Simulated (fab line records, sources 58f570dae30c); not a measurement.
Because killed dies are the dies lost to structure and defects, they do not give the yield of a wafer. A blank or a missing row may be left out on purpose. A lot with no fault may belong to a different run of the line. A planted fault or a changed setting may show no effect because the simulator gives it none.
Lot-split experiment / flow berkeleyCmos170 / 5 lots, 23 wafers read, on a route of 331 steps

## THE SPLIT ITSELF
At UCB170_SILICIDE_SPUTTER_01 (material Ti, target thk 30 nm, time 25 s), the setting powerW was moved away from the recipe's 1500 W on 10 of the 23 wafers read, by -11.9% to +6.7%. This setting was run at the recipe's value on the other wafers.

## BETWEEN THE SPLIT AND THE READING: the file shows 1 step in between
- UCB170_SILICIDE_RS_MEAS_02: measures by four-point-probe

## THE READING
SILICIDE_TI_THK, in nm, at UCB170_SILICIDE_THK_MEAS_03 (measures by xrf). Typical for fault-free wafers on this fab line: 30.26 nm, with standard deviation 0.28 nm.

wafer=L074.1; tool, chamber at the split=pvdSputter-02, -; powerW as run, W=1500; against the recipe=recipe; SILICIDE_TI_THK, nm=30.72; against lot-mates on the recipe=-
wafer=L074.4; tool, chamber at the split=pvdSputter-02, -; powerW as run, W=1500; against the recipe=recipe; SILICIDE_TI_THK, nm=30.35; against lot-mates on the recipe=-
wafer=L074.5; tool, chamber at the split=pvdSputter-02, -; powerW as run, W=1500; against the recipe=recipe; SILICIDE_TI_THK, nm=30.37; against lot-mates on the recipe=-
wafer=L079.1; tool, chamber at the split=pvdSputter-02, -; powerW as run, W=1500; against the recipe=recipe; SILICIDE_TI_THK, nm=30.69; against lot-mates on the recipe=-
wafer=L079.2; tool, chamber at the split=pvdSputter-02, -; powerW as run, W=1500; against the recipe=recipe; SILICIDE_TI_THK, nm=30.68; against lot-mates on the recipe=-
wafer=L079.3; tool, chamber at the split=pvdSputter-02, -; powerW as run, W=1322; against the recipe=-11.9%; SILICIDE_TI_THK, nm=26.86; against lot-mates on the recipe=-3.84
wafer=L079.4; tool, chamber at the split=pvdSputter-02, -; powerW as run, W=1500; against the recipe=recipe; SILICIDE_TI_THK, nm=30.74; against lot-mates on the recipe=-
wafer=L079.6; tool, chamber at the split=pvdSputter-02, -; powerW as run, W=1322; against the recipe=-11.9%; SILICIDE_TI_THK, nm=27.17; against lot-mates on the recipe=-3.53
wafer=L081.1; tool, chamber at the split=pvdSputter-02, -; powerW as run, W=1500; against the recipe=recipe; SILICIDE_TI_THK, nm=30.37; against lot-mates on the recipe=-
wafer=L081.2; tool, chamber at the split=pvdSputter-02, -; powerW as run, W=1601; against the recipe=+6.7%; SILICIDE_TI_THK, nm=32.55; against lot-mates on the recipe=+2.28
wafer=L081.3; tool, chamber at the split=pvdSputter-02, -; powerW as run, W=1601; against the recipe=+6.7%; SILICIDE_TI_THK, nm=32.46; against lot-mates on the recipe=+2.19
wafer=L081.5; tool, chamber at the split=pvdSputter-02, -; powerW as run, W=1500; against the recipe=recipe; SILICIDE_TI_THK, nm=30.17; against lot-mates on the recipe=-
wafer=L081.6; tool, chamber at the split=pvdSputter-02, -; powerW as run, W=1601; against the recipe=+6.7%; SILICIDE_TI_THK, nm=32.27; against lot-mates on the recipe=+2.00
wafer=L082.1; tool, chamber at the split=pvdSputter-01, -; powerW as run, W=1584; against the recipe=+5.6%; SILICIDE_TI_THK, nm=31.82; against lot-mates on the recipe=+1.66
wafer=L082.2; tool, chamber at the split=pvdSputter-01, -; powerW as run, W=1500; against the recipe=recipe; SILICIDE_TI_THK, nm=30.04; against lot-mates on the recipe=-
wafer=L082.3; tool, chamber at the split=pvdSputter-01, -; powerW as run, W=1584; against the recipe=+5.6%; SILICIDE_TI_THK, nm=32.09; against lot-mates on the recipe=+1.93
wafer=L082.4; tool, chamber at the split=pvdSputter-01, -; powerW as run, W=1584; against the recipe=+5.6%; SILICIDE_TI_THK, nm=31.65; against lot-mates on the recipe=+1.48
wafer=L082.5; tool, chamber at the split=pvdSputter-01, -; powerW as run, W=1500; against the recipe=recipe; SILICIDE_TI_THK, nm=30.29; against lot-mates on the recipe=-
wafer=L084.1; tool, chamber at the split=pvdSputter-03, -; powerW as run, W=1500; against the recipe=recipe; SILICIDE_TI_THK, nm=30.40; against lot-mates on the recipe=-
wafer=L084.2; tool, chamber at the split=pvdSputter-03, -; powerW as run, W=1374; against the recipe=-8.4%; SILICIDE_TI_THK, nm=27.47; against lot-mates on the recipe=-2.98
wafer=L084.3; tool, chamber at the split=pvdSputter-03, -; powerW as run, W=1374; against the recipe=-8.4%; SILICIDE_TI_THK, nm=27.92; against lot-mates on the recipe=-2.53
wafer=L084.4; tool, chamber at the split=pvdSputter-03, -; powerW as run, W=1500; against the recipe=recipe; SILICIDE_TI_THK, nm=30.26; against lot-mates on the recipe=-
wafer=L084.6; tool, chamber at the split=pvdSputter-03, -; powerW as run, W=1500; against the recipe=recipe; SILICIDE_TI_THK, nm=30.68; against lot-mates on the recipe=-

THE FIT
A straight line over all 23 wafers: SILICIDE_TI_THK changes by +0.293 nm for each +1% of powerW; r = +0.99; the points scatter about the line by 0.24 nm.
The same after taking each lot's own level away (the mean of its wafers on the recipe; 23 wafers): +0.315 nm for each +1%; r = +1.00; scatter 0.16 nm.
On that fit, the largest move of powerW shifts the reading by 3.7 nm.
Measured against the standard deviation above, the lots' own levels, which go from 30.165 to 30.703 nm, span 1.9 times it.
The two slopes are in agreement: the lot-to-lot level therefore moves the slope only a little.
Check: for one of the wafers moved furthest among these (-11.9%), held out of the fit, the line's prediction against its lot-mates is -3.72 nm. It came out at -3.84 nm against them.

## OTHER SPLITS APPLIED TO THESE WAFERS
Note: prior to the reading, these wafers also went through further splits. Each is held against what the fit with the lots' levels taken away leaves over:
other split on the same wafers=UCB170_NSD_IMPLANT_08 energyKev; wafers away from the commonest value=10; r with SILICIDE_TI_THK (lot level and that fit taken away)=+0.34

## THE WHOLE CHAIN: every reading that the file lists as answering this split, in the file's order
step=UCB170_SILICIDE_SPUTTER_01; what it does=material Ti, target thk 30 nm, time 25 s; reading=Ti_of_SILICIDE_SPUTTER_01.thkNm (the simulator's own value, which no gauge read); change (the file's fit)=+0.306 nm for each +1% of the setting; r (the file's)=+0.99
step=UCB170_SILICIDE_RS_MEAS_02; what it does=measures by four-point-probe; reading=SILICIDE_TI_RS; change (the file's fit)=-0.331 for each +1% of the setting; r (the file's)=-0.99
step=UCB170_SILICIDE_THK_MEAS_03; what it does=measures by xrf; reading=SILICIDE_TI_THK; change (the file's fit)=+0.316 for each +1% of the setting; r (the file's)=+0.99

## THE FILE'S OWN FIT
SILICIDE_TI_THK changes by +0.316 nm for each +1% of powerW, r = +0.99.
